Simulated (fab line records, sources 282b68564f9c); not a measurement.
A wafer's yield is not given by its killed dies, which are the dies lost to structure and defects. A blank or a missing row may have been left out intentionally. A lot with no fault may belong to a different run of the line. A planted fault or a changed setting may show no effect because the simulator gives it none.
Which tool did it? :: flow rit_cmos :: 13 lots, 39 wafers sampled, at 5 steps of a route of 202

== WHAT EACH GAUGE READ, for each wafer ==
RIT_ACTIVE_THK_MEAS_04.
lot: L199
measured: day 1 14:51
on: film_metro-02
ACTIVE_NITRIDE_THK (nm): 152.2 153.3 151.1

lot: L200
measured: day 1 20:28
on: film_metro-03
ACTIVE_NITRIDE_THK (nm): 148.5 148.0 147.3

lot: L201
measured: day 2 00:49
on: film_metro-04
ACTIVE_NITRIDE_THK (nm): 149.3 148.6 148.8

lot: L202
measured: day 2 05:19
on: film_metro-02
ACTIVE_NITRIDE_THK (nm): 149.3 149.7 149.6

lot: L206
measured: day 3 00:32
on: film_metro-02
ACTIVE_NITRIDE_THK (nm): 151.4 151.5 150.9

lot: L207
measured: day 3 05:32
on: film_metro-03
ACTIVE_NITRIDE_THK (nm): 253.6 253.9 252.2 253.4 253.9 252.4

lot: L209
measured: day 3 17:03
on: film_metro-03
ACTIVE_NITRIDE_THK (nm): 149.6 151.0 150.8

lot: L213
measured: day 4 11:59
on: film_metro-02
ACTIVE_NITRIDE_THK (nm): 150.1 148.3 149.0

lot: L215
measured: day 4 22:59
on: film_metro-04
ACTIVE_NITRIDE_THK (nm): 150.4 151.2 150.9

lot: L219
measured: day 5 17:52
on: film_metro-03
ACTIVE_NITRIDE_THK (nm): 150.7 149.7 150.5

lot: L220
measured: day 5 22:32
on: film_metro-04
ACTIVE_NITRIDE_THK (nm): 151.7 151.0 151.3

lot: L221
measured: day 6 04:23
on: film_metro-04
ACTIVE_NITRIDE_THK (nm): 149.6 150.8 151.0

lot: L222
measured: day 6 09:23
on: film_metro-03
ACTIVE_NITRIDE_THK (nm): 147.3 148.7 148.6

RIT_ACTIVE_CD_MEAS_11: the cd target is 1400 nm.
lot: L199
measured: day 1 16:06
on: cd_sem-01
cd_nm (nm): 1401.3 1402.6 1401.3

lot: L200
measured: day 1 21:31
on: cd_sem-02
cd_nm (nm): 1403.8 1404.4 1403.0

lot: L201
measured: day 2 01:51
on: cd_sem-02
cd_nm (nm): 1396.8 1397.7 1397.8

lot: L202
measured: day 2 06:22
on: cd_sem-02
cd_nm (nm): 1396.9 1396.2 1396.7

lot: L206
measured: day 3 01:43
on: cd_sem-02
cd_nm (nm): 1403.4 1400.2 1400.9

lot: L209
measured: day 3 18:14
on: cd_sem-02
cd_nm (nm): 1397.6 1397.7 1396.6

lot: L213
measured: day 4 12:55
on: cd_sem-02
cd_nm (nm): 1399.5 1398.4 1399.8

lot: L215
measured: day 5 00:01
on: cd_sem-02
cd_nm (nm): 1397.8 1398.8 1397.0

lot: L219
measured: day 5 18:53
on: cd_sem-02
cd_nm (nm): 1400.4 1401.5 1401.1

lot: L220
measured: day 5 23:28
on: cd_sem-01
cd_nm (nm): 1400.3 1398.4 1397.4

lot: L221
measured: day 6 05:25
on: cd_sem-01
cd_nm (nm): 1401.6 1402.2 1401.4

lot: L222
measured: day 6 10:17
on: cd_sem-02
cd_nm (nm): 1397.8 1399.8 1398.7

RIT_NRETRO_OVL_MEAS_06.
lot: L199
measured: day 2 08:50
on: overlay-02
NRETRO_OVL (nm): -1.2 -0.4 0.3

lot: L200
measured: day 2 15:53
on: overlay-01
NRETRO_OVL (nm): 3.1 1.8 0.2

lot: L201
measured: day 2 20:57
on: overlay-02
NRETRO_OVL (nm): 0.2 0.3 0.5

lot: L202
measured: day 2 21:28
on: overlay-02
NRETRO_OVL (nm): 0.2 0.0 -2.0

lot: L206
measured: day 3 17:41
on: overlay-02
NRETRO_OVL (nm): -0.2 0.0 -2.1

lot: L209
measured: day 4 11:03
on: overlay-01
NRETRO_OVL (nm): 0.2 -0.5 0.2

lot: L213
measured: day 5 05:16
on: overlay-02
NRETRO_OVL (nm): 3.0 -0.3 0.7

lot: L215
measured: day 5 17:07
on: overlay-01
NRETRO_OVL (nm): 2.3 2.2 1.9

lot: L219
measured: day 6 12:34
on: overlay-01
NRETRO_OVL (nm): -1.1 -0.7 0.2

lot: L220
measured: day 6 14:53
on: overlay-01
NRETRO_OVL (nm): -2.3 -0.9 -0.2

lot: L221
measured: day 6 21:26
on: overlay-01
NRETRO_OVL (nm): -0.7 -1.5 -0.2

lot: L222
measured: day 7 03:03
on: overlay-02
NRETRO_OVL (nm): 0.4 1.7 0.8

== TOOL THAT RAN EACH LOT (tool first, then ch and the chambers of the sampled wafers, then the start) ==
lot: L199
RIT_ACTIVE_CVD_03: lpcvd-01 ch 1, day 1 13:24
RIT_PWELL_STRIP_09: plasma_asher-04 ch 0,1, day 2 01:25

lot: L200
RIT_ACTIVE_CVD_03: lpcvd-01 ch 0, day 1 19:02
RIT_PWELL_STRIP_09: plasma_asher-03 ch 0,1, day 2 09:19

lot: L201
RIT_ACTIVE_CVD_03: lpcvd-02 ch 1, day 1 23:24
RIT_PWELL_STRIP_09: plasma_asher-03 ch 0,1, day 2 13:17

lot: L202
RIT_ACTIVE_CVD_03: lpcvd-02 ch 1, day 2 03:53
RIT_PWELL_STRIP_09: plasma_asher-03 ch 0,1, day 2 14:42

lot: L206
RIT_ACTIVE_CVD_03: lpcvd-01 ch 1, day 2 23:07
RIT_PWELL_STRIP_09: plasma_asher-04 ch 0,1, day 3 10:38

lot: L207
RIT_ACTIVE_CVD_03: lpcvd-02 ch 0, day 3 04:07
RIT_PWELL_STRIP_09: -

lot: L209
RIT_ACTIVE_CVD_03: lpcvd-01 ch 1, day 3 15:38
RIT_PWELL_STRIP_09: plasma_asher-04 ch 0,1, day 4 04:01

lot: L213
RIT_ACTIVE_CVD_03: lpcvd-01 ch 0, day 4 10:34
RIT_PWELL_STRIP_09: plasma_asher-03 ch 0,1, day 4 21:45

lot: L215
RIT_ACTIVE_CVD_03: lpcvd-01 ch 1, day 4 21:34
RIT_PWELL_STRIP_09: plasma_asher-02 ch 0,1, day 5 09:30

lot: L219
RIT_ACTIVE_CVD_03: lpcvd-01 ch 1, day 5 16:26
RIT_PWELL_STRIP_09: plasma_asher-03 ch 0,1, day 6 05:24

lot: L220
RIT_ACTIVE_CVD_03: lpcvd-02 ch 1, day 5 21:07
RIT_PWELL_STRIP_09: plasma_asher-03 ch 0,1, day 6 08:19

lot: L221
RIT_ACTIVE_CVD_03: lpcvd-01 ch 1, day 6 02:58
RIT_PWELL_STRIP_09: plasma_asher-02 ch 1, day 6 14:52

lot: L222
RIT_ACTIVE_CVD_03: lpcvd-01 ch 1, day 6 07:58
RIT_PWELL_STRIP_09: plasma_asher-02 ch 0,1, day 6 19:00
- RIT_ACTIVE_CVD_03: deposits Si3N4 from SiH2Cl2/NH3, target thk 150 nm, time 1500 s.
- RIT_PWELL_STRIP_09: strips in O2, time 180 s.

== AS READ BY THE TOOLS THEMSELVES (means over the sampled wafers that have a number; for cases with no such wafer, the mark the record gives instead) ==
RIT_ACTIVE_CVD_03.
lot: L199
tool: lpcvd-01
nh3_flow_sccm (sccm): 149.5
spike_tc_centre_C (C): 810.8
spike_tc_load_C (C): 835.4
spike_tc_source_C (C): 834.6
susceptor_temp_C (C): 810.04
zone_power_load_pct (%): 21.9
zone_power_source_pct (%): 21.2

lot: L200
tool: lpcvd-01
nh3_flow_sccm (sccm): 150.1
spike_tc_centre_C (C): 809.8
spike_tc_load_C (C): 835.9
spike_tc_source_C (C): 834.4
susceptor_temp_C (C): 809.57
zone_power_load_pct (%): 22.3
zone_power_source_pct (%): 22.5

lot: L201
tool: lpcvd-02
nh3_flow_sccm (sccm): 149.9
spike_tc_centre_C (C): 810.6
spike_tc_load_C (C): 836.8
spike_tc_source_C (C): 835.3
susceptor_temp_C (C): 810.00
zone_power_load_pct (%): 24.1
zone_power_source_pct (%): 22.4

lot: L202
tool: lpcvd-02
nh3_flow_sccm (sccm): 149.9
spike_tc_centre_C (C): 811.5
spike_tc_load_C (C): 837.1
spike_tc_source_C (C): 834.4
susceptor_temp_C (C): 810.02
zone_power_load_pct (%): 24.4
zone_power_source_pct (%): 22.3

lot: L206
tool: lpcvd-01
nh3_flow_sccm (sccm): 150.2
spike_tc_centre_C (C): 811.7
spike_tc_load_C (C): 836.1
spike_tc_source_C (C): 833.6
susceptor_temp_C (C): 809.83
zone_power_load_pct (%): 22.1
zone_power_source_pct (%): 21.2

lot: L207
tool: lpcvd-02
nh3_flow_sccm (sccm): 150.5
spike_tc_centre_C (C): 859.1
spike_tc_load_C (C): 878.3
spike_tc_source_C (C): 877.5
susceptor_temp_C (C): 855.03
zone_power_load_pct (%): 26.8
zone_power_source_pct (%): 26.5

lot: L209
tool: lpcvd-01
nh3_flow_sccm (sccm): 150.2
spike_tc_centre_C (C): 812.0
spike_tc_load_C (C): 836.5
spike_tc_source_C (C): 834.3
susceptor_temp_C (C): 809.76
zone_power_load_pct (%): 22.0
zone_power_source_pct (%): 21.2

lot: L213
tool: lpcvd-01
nh3_flow_sccm (sccm): 149.8
spike_tc_centre_C (C): 810.7
spike_tc_load_C (C): 836.5
spike_tc_source_C (C): 833.0
susceptor_temp_C (C): 809.73
zone_power_load_pct (%): 22.2
zone_power_source_pct (%): 22.4

lot: L215
tool: lpcvd-01
nh3_flow_sccm (sccm): 149.7
spike_tc_centre_C (C): 811.2
spike_tc_load_C (C): 836.8
spike_tc_source_C (C): 833.6
susceptor_temp_C (C): 810.09
zone_power_load_pct (%): 22.1
zone_power_source_pct (%): 21.2

lot: L219
tool: lpcvd-01
nh3_flow_sccm (sccm): 150.2
spike_tc_centre_C (C): 812.4
spike_tc_load_C (C): 836.4
spike_tc_source_C (C): 834.8
susceptor_temp_C (C): 809.73
zone_power_load_pct (%): 22.1
zone_power_source_pct (%): 21.2

lot: L220
tool: lpcvd-02
nh3_flow_sccm (sccm): 149.8
spike_tc_centre_C (C): 811.3
spike_tc_load_C (C): 836.2
spike_tc_source_C (C): 835.6
susceptor_temp_C (C): 810.32
zone_power_load_pct (%): 24.1
zone_power_source_pct (%): 22.2

lot: L221
tool: lpcvd-01
nh3_flow_sccm (sccm): 150.2
spike_tc_centre_C (C): 810.3
spike_tc_load_C (C): 836.0
spike_tc_source_C (C): 833.4
susceptor_temp_C (C): 810.06
zone_power_load_pct (%): 21.9
zone_power_source_pct (%): 21.2

lot: L222
tool: lpcvd-01
nh3_flow_sccm (sccm): 150.0
spike_tc_centre_C (C): 810.8
spike_tc_load_C (C): 837.2
spike_tc_source_C (C): 834.0
susceptor_temp_C (C): 809.88
zone_power_load_pct (%): 21.8
zone_power_source_pct (%): 21.2

RIT_PWELL_STRIP_09.
lot: L199
tool: plasma_asher-04
chamber_pressure_mTorr (mTorr): 4002
drypump_motor_current_A (A): 5.7

lot: L200
tool: plasma_asher-03
chamber_pressure_mTorr (mTorr): 4001
drypump_motor_current_A (A): 5.8

lot: L201
tool: plasma_asher-03
chamber_pressure_mTorr (mTorr): 4000
drypump_motor_current_A (A): 5.8

lot: L202
tool: plasma_asher-03
chamber_pressure_mTorr (mTorr): 4003
drypump_motor_current_A (A): 5.8

lot: L206
tool: plasma_asher-04
chamber_pressure_mTorr (mTorr): 3998
drypump_motor_current_A (A): 5.7

lot: L209
tool: plasma_asher-04
chamber_pressure_mTorr (mTorr): 3999
drypump_motor_current_A (A): 5.9

lot: L213
tool: plasma_asher-03
chamber_pressure_mTorr (mTorr): 3999
drypump_motor_current_A (A): 5.7

lot: L215
tool: plasma_asher-02
chamber_pressure_mTorr (mTorr): 4002
drypump_motor_current_A (A): 5.7

lot: L219
tool: plasma_asher-03
chamber_pressure_mTorr (mTorr): 3997
drypump_motor_current_A (A): 5.7

lot: L220
tool: plasma_asher-03
chamber_pressure_mTorr (mTorr): 3999
drypump_motor_current_A (A): 5.7

lot: L221
tool: plasma_asher-02
chamber_pressure_mTorr (mTorr): 4001
drypump_motor_current_A (A): 6.0

lot: L222
tool: plasma_asher-02
chamber_pressure_mTorr (mTorr): 3997
drypump_motor_current_A (A): 5.4

== THE ANSWER, worked out from the rows above alone ==
Rule: the usual values come from the lots themselves. The widest of any qualifying gaps counts: lots, ordered by their means at a reading, are off when they make up no more than a third of the lots, leave a main group of 4 or more, and stand apart from it by 3 or more times the standard deviation of that group's means. Not used: any main group whose means are identical at the precision the tables above print for the reading. Also off: a lot with no number at a reading for which 4 or more lots have one. Any other lot the step has rows for is counted as sound. First the gauges in route order, then the tools' own readings, where a lot's mean is used as printed above. The first step at which some lot is off is used, and at that step the reading that is off furthest; a lot without a number counts as furthest.
Off: L207, at RIT_ACTIVE_THK_MEAS_04 (ACTIVE_NITRIDE_THK). Mean 150.0 nm and standard deviation 1.3 in the main group.
A tool fits if, at a process step before that reading, it ran every lot that is off, and no sound lot after the first of them. The gauges at RIT_ACTIVE_THK_MEAS_04 aren't tried: what is off there is off at RIT_ACTIVE_CVD_03 too, on other tools, and a gauge's error can't cause that. Of those tried, none fits.

== WHAT WAS PUT IN BY THE SIMULATOR ==
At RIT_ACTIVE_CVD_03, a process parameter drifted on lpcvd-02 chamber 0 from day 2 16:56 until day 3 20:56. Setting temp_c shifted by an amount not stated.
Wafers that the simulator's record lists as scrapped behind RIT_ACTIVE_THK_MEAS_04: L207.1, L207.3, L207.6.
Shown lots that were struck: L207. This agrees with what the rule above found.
